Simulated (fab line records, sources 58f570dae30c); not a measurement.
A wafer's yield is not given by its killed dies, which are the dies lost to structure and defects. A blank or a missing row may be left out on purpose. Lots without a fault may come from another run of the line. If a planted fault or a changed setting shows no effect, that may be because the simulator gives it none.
Which of the tools did it? + flow berkeley cmos170 + 33 wafers sampled from 11 lots at 1 step of a route of 331

WHAT THE GAUGES READ, wafer by wafer
UCB170_SCREENOX_THK_MEAS_02.
| lot  | measured     | on            | SCREENOX_OXIDE_THK (nm) |
|------|--------------|---------------|-------------------------|
| L502 | day 7 10:04  | film metro-02 | 18.58 18.70 18.88       |
| L501 | day 7 10:07  | film metro-02 | 18.41 18.62 18.40       |
| L506 | day 8 04:43  | film metro-01 | 13.99 14.20 13.98       |
| L507 | day 8 04:46  | film metro-01 | 14.11 13.71 14.04       |
| L509 | day 8 15:47  | film metro-03 | 14.45 14.25 14.42       |
| L510 | day 9 05:46  | film metro-01 | 14.15 14.30 14.39       |
| L511 | day 9 05:46  | film metro-03 | 14.29 14.25 14.28       |
| L512 | day 9 15:14  | film metro-01 | 14.19 14.21 14.47       |
| L514 | day 9 19:23  | film metro-01 | 14.31 14.73 14.32       |
| L513 | day 9 19:24  | film metro-03 | 14.45 14.24 14.26       |
| L517 | day 10 09:56 | film metro-03 | 14.20 14.25 14.45       |

WHAT TOOL EACH LOT RAN ON (gives the tool, then ch and the chambers of the sampled wafers, and finally the start)
The record shows no process step preceding these readings.

WHAT THE TOOLS THEMSELVES READ (means of the sampled wafers that have a number; where no wafer has one, the mark that the record gives instead)
The record holds no such reading with a usual standard deviation.

THE ANSWER, worked out from the rows above alone
Rule: the lots themselves supply what counts as usual. The widest of any qualifying gaps counts: lots, ordered by their means at a reading, are off when they make up no more than a third of the lots, leave a main group of 4 or more, and stand apart from it by 3 or more times the standard deviation of that group's means. The tables above print the reading to a certain number of digits; a main group whose means all agree to those digits is not used. Also off: a lot with no number at a reading for which 4 or more lots have one. Where the step has rows for the other lots, those lots are counted as sound. After the gauges, taken in route order, come the tools' own readings; for these a lot's mean is taken, as printed above. At the first step where some lot is off, the reading lying furthest off is the one used; lots without a number count as furthest.
Off: L502, L501, at UCB170_SCREENOX_THK_MEAS_02 (SCREENOX_OXIDE_THK). Main group: mean 14.26 nm, sd 0.15.
A tool fits if, at a process step before that reading, it ran every lot that is off, and no sound lot after the first of them. Gauges at UCB170_SCREENOX_THK_MEAS_02: tried the same way as those tools. One fits: UCB170_SCREENOX_THK_MEAS_02 on film metro-02. It ran no sound lot before its first lot that is off in this sample, so the start can't be narrowed down.

WHAT THE SIMULATOR PUT IN
Metrology matching offset: film metro-02, from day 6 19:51 on, at UCB170_SCREENOX_THK_MEAS_02. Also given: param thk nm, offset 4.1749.
Shown lots that were struck: L502, L501. This agrees with what the rule above found.
